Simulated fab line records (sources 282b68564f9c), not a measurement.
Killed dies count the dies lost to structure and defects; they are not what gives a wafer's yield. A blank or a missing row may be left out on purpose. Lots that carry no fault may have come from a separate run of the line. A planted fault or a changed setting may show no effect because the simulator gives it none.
Which tool did it? / flow rit-cmos / 45 wafers from 15 lots sampled at 5 of the route's 202 steps

## WHAT THE GAUGES READ, wafer by wafer
RIT_ACTIVE_BOW_MEAS_00.
lot=L263; measured=day 1 10:00; on=film-metro-03; INCOMING_BOW (um)=-14 3 11
lot=L265; measured=day 1 20:01; on=film-metro-01; INCOMING_BOW (um)=-2 -2 -11
lot=L266; measured=day 2 01:00; on=film-metro-04; INCOMING_BOW (um)=-2 -9 1
lot=L267; measured=day 2 06:00; on=film-metro-03; INCOMING_BOW (um)=0 -2 0
lot=L268; measured=day 2 11:00; on=film-metro-04; INCOMING_BOW (um)=-2 3 0
lot=L269; measured=day 2 16:00; on=film-metro-03; INCOMING_BOW (um)=8 0 -1
lot=L271; measured=day 3 02:00; on=film-metro-04; INCOMING_BOW (um)=-4 11 2
lot=L272; measured=day 3 07:02; on=film-metro-01; INCOMING_BOW (um)=-1 8 -2
lot=L273; measured=day 3 12:02; on=film-metro-04; INCOMING_BOW (um)=1 -3 12
lot=L275; measured=day 3 22:00; on=film-metro-03; INCOMING_BOW (um)=5 7 -1
lot=L276; measured=day 4 03:01; on=film-metro-03; INCOMING_BOW (um)=-9 0 18
lot=L277; measured=day 4 08:01; on=film-metro-04; INCOMING_BOW (um)=3 0 1
lot=L284; measured=day 5 19:01; on=film-metro-03; INCOMING_BOW (um)=2 -1 11
lot=L285; measured=day 6 00:00; on=film-metro-01; INCOMING_BOW (um)=1 5 -3
lot=L286; measured=day 6 05:01; on=film-metro-01; INCOMING_BOW (um)=7 3 -4

RIT_FOX2_THK_MEAS_91.
lot=L263; measured=day 2 09:07; on=film-metro-02; FIELD_OXIDE_LEFT_2_THK (nm)=262 263 263
lot=L265; measured=day 2 18:35; on=film-metro-04; FIELD_OXIDE_LEFT_2_THK (nm)=268 263 263
lot=L266; measured=day 3 02:28; on=film-metro-02; FIELD_OXIDE_LEFT_2_THK (nm)=250 247 246
lot=L267; measured=day 3 08:14; on=film-metro-02; FIELD_OXIDE_LEFT_2_THK (nm)=268 264 266
lot=L268; measured=day 3 11:32; on=film-metro-04; FIELD_OXIDE_LEFT_2_THK (nm)=261 262 263
lot=L269; measured=day 3 15:46; on=film-metro-02; FIELD_OXIDE_LEFT_2_THK (nm)=249 243 249
lot=L271; measured=day 4 00:16; on=film-metro-04; FIELD_OXIDE_LEFT_2_THK (nm)=248 252 252
lot=L272; measured=day 4 08:31; on=film-metro-01; FIELD_OXIDE_LEFT_2_THK (nm)=256 254 258
lot=L273; measured=day 4 13:16; on=film-metro-02; FIELD_OXIDE_LEFT_2_THK (nm)=255 254 253
lot=L275; measured=day 4 21:26; on=film-metro-02; FIELD_OXIDE_LEFT_2_THK (nm)=320 315 324
lot=L276; measured=day 5 07:25; on=film-metro-04; FIELD_OXIDE_LEFT_2_THK (nm)=315 313 317
lot=L277; measured=day 5 12:08; on=film-metro-02; FIELD_OXIDE_LEFT_2_THK (nm)=297 296 296
lot=L284; measured=day 7 02:38; on=film-metro-04; FIELD_OXIDE_LEFT_2_THK (nm)=261 260 260
lot=L285; measured=day 7 12:49; on=film-metro-01; FIELD_OXIDE_LEFT_2_THK (nm)=267 266 266
lot=L286; measured=day 7 12:42; on=film-metro-02; FIELD_OXIDE_LEFT_2_THK (nm)=252 260 260

RIT_PSD_OVL_MEAS_06.
lot=L263; measured=day 3 05:03; on=overlay-01; PSD_OVL (nm)=-0.3 -0.7 -1.7
lot=L265; measured=day 3 14:53; on=overlay-02; PSD_OVL (nm)=0.0 -1.2 -0.2
lot=L266; measured=day 3 20:59; on=overlay-01; PSD_OVL (nm)=-1.5 0.3 -0.5
lot=L267; measured=day 4 04:29; on=overlay-01; PSD_OVL (nm)=1.5 1.4 2.2
lot=L268; measured=day 4 06:55; on=overlay-01; PSD_OVL (nm)=3.4 3.0 3.2
lot=L269; measured=day 4 12:52; on=overlay-01; PSD_OVL (nm)=0.3 0.7 0.6
lot=L271; measured=day 4 18:59; on=overlay-02; PSD_OVL (nm)=0.3 -0.5 0.3
lot=L272; measured=day 5 04:17; on=overlay-01; PSD_OVL (nm)=0.1 1.9 0.9
lot=L273; measured=day 5 09:37; on=overlay-02; PSD_OVL (nm)=3.2 0.9 -1.0
lot=L284; measured=day 8 08:34; on=overlay-02; PSD_OVL (nm)=1.6 0.7 -0.4
lot=L285; measured=day 8 14:41; on=overlay-02; PSD_OVL (nm)=-0.2 -0.6 -1.0
lot=L286; measured=day 8 14:25; on=overlay-01; PSD_OVL (nm)=0.2 0.4 1.1

RIT_M1_THK_MEAS_02: measures by xrf.
lot=L263; measured=day 3 09:42; on=film-metro-03; M1_AL_THK (nm)=394 388 397
lot=L265; measured=day 3 19:32; on=film-metro-04; M1_AL_THK (nm)=394 393 396
lot=L266; measured=day 4 01:40; on=film-metro-04; M1_AL_THK (nm)=391 393 394
lot=L267; measured=day 4 09:23; on=film-metro-04; M1_AL_THK (nm)=395 391 397
lot=L268; measured=day 4 11:38; on=film-metro-03; M1_AL_THK (nm)=393 396 395
lot=L269; measured=day 4 17:30; on=film-metro-01; M1_AL_THK (nm)=396 391 394
lot=L271; measured=day 5 00:01; on=film-metro-03; M1_AL_THK (nm)=396 405 389
lot=L272; measured=day 5 09:04; on=film-metro-01; M1_AL_THK (nm)=394 392 394
lot=L273; measured=day 5 14:23; on=film-metro-04; M1_AL_THK (nm)=392 385 390
lot=L284; measured=day 8 13:20; on=film-metro-04; M1_AL_THK (nm)=387 393 401
lot=L285; measured=day 8 19:52; on=film-metro-04; M1_AL_THK (nm)=395 391 399
lot=L286; measured=day 8 19:25; on=film-metro-04; M1_AL_THK (nm)=388 389 392

## TOOL THAT RAN EACH LOT (tool first, then ch and the chambers of the sampled wafers, then the start)
lot=L263; RIT_GATE_WET_ETCH_00=wet-bench-03 ch 2, day 2 08:40
lot=L265; RIT_GATE_WET_ETCH_00=wet-bench-03 ch 2, day 2 18:09
lot=L266; RIT_GATE_WET_ETCH_00=wet-bench-02 ch 1, day 3 02:01
lot=L267; RIT_GATE_WET_ETCH_00=wet-bench-02 ch 3, day 3 07:49
lot=L268; RIT_GATE_WET_ETCH_00=wet-bench-03 ch 1, day 3 11:04
lot=L269; RIT_GATE_WET_ETCH_00=wet-bench-03 ch 0, day 3 15:20
lot=L271; RIT_GATE_WET_ETCH_00=wet-bench-03 ch 1, day 3 23:51
lot=L272; RIT_GATE_WET_ETCH_00=wet-bench-01 ch 0, day 4 08:05
lot=L273; RIT_GATE_WET_ETCH_00=wet-bench-02 ch 0, day 4 12:49
lot=L275; RIT_GATE_WET_ETCH_00=wet-bench-01 ch 2, day 4 21:01
lot=L276; RIT_GATE_WET_ETCH_00=wet-bench-03 ch 1, day 5 06:59
lot=L277; RIT_GATE_WET_ETCH_00=wet-bench-03 ch 2, day 5 11:43
lot=L284; RIT_GATE_WET_ETCH_00=wet-bench-01 ch 1, day 7 02:13
lot=L285; RIT_GATE_WET_ETCH_00=wet-bench-01 ch 0, day 7 12:24
lot=L286; RIT_GATE_WET_ETCH_00=wet-bench-02 ch 2, day 7 12:16
- RIT_GATE_WET_ETCH_00: etches SiO2 in BOE, target depth 56 nm, time 60 s.

## AS READ BY THE TOOLS THEMSELVES (means over the sampled wafers that have a number; for cases with no such wafer, the mark the record gives instead)
RIT_GATE_WET_ETCH_00.
lot=L263; tool=wet-bench-03; bath-heat-duty-pct (%)=1.6; run-length-s (s)=84.8
lot=L265; tool=wet-bench-03; bath-heat-duty-pct (%)=1.6; run-length-s (s)=86.6
lot=L266; tool=wet-bench-02; bath-heat-duty-pct (%)=1.5; run-length-s (s)=88.0
lot=L267; tool=wet-bench-02; bath-heat-duty-pct (%)=2.1; run-length-s (s)=85.9
lot=L268; tool=wet-bench-03; bath-heat-duty-pct (%)=2.2; run-length-s (s)=86.9
lot=L269; tool=wet-bench-03; bath-heat-duty-pct (%)=1.5; run-length-s (s)=87.7
lot=L271; tool=wet-bench-03; bath-heat-duty-pct (%)=1.7; run-length-s (s)=86.1
lot=L272; tool=wet-bench-01; bath-heat-duty-pct (%)=1.4; run-length-s (s)=87.5
lot=L273; tool=wet-bench-02; bath-heat-duty-pct (%)=1.5; run-length-s (s)=85.6
lot=L275; tool=wet-bench-01; bath-heat-duty-pct (%)=-; run-length-s (s)=-
lot=L276; tool=wet-bench-03; bath-heat-duty-pct (%)=-; run-length-s (s)=-
lot=L277; tool=wet-bench-03; bath-heat-duty-pct (%)=-; run-length-s (s)=-
lot=L284; tool=wet-bench-01; bath-heat-duty-pct (%)=1.7; run-length-s (s)=85.4
lot=L285; tool=wet-bench-01; bath-heat-duty-pct (%)=1.6; run-length-s (s)=87.0
lot=L286; tool=wet-bench-02; bath-heat-duty-pct (%)=2.1; run-length-s (s)=86.7

## THE ANSWER, worked out from the rows above alone
Rule: usual is defined by the lots themselves. Put in order of their means at a reading, lots are off if they are a third of the lots or fewer, leave a main group of 4 or more, and stand apart from it by a gap of 3 or more times the standard deviation of the main group's means; of several such gaps the widest counts. A main group is skipped when, at the precision printed for the reading in the tables above, its means are all equal. Also off: a lot with no number at a reading for which 4 or more lots have one. Where the step has rows for the other lots, those lots are counted as sound. First the gauges in route order, then the tools' own readings, where a lot's mean is used as printed above. At the first step where some lot is off, the reading lying furthest off is the one used; lots without a number count as furthest.
Off: at RIT_FOX2_THK_MEAS_91 (FIELD_OXIDE_LEFT_2_THK), L275, L276, L277. Main group: mean 258 nm, sd 6.6.
A tool fits if, at a process step before that reading, it ran every lot that is off, and no sound lot after the first of them. The gauges at RIT_FOX2_THK_MEAS_91 aren't tried: what is off there is off at RIT_GATE_WET_ETCH_00 too, on other tools, and a gauge's error can't cause that. Not one of the candidates tried fits.

## WHAT THE SIMULATOR HAD INSERTED
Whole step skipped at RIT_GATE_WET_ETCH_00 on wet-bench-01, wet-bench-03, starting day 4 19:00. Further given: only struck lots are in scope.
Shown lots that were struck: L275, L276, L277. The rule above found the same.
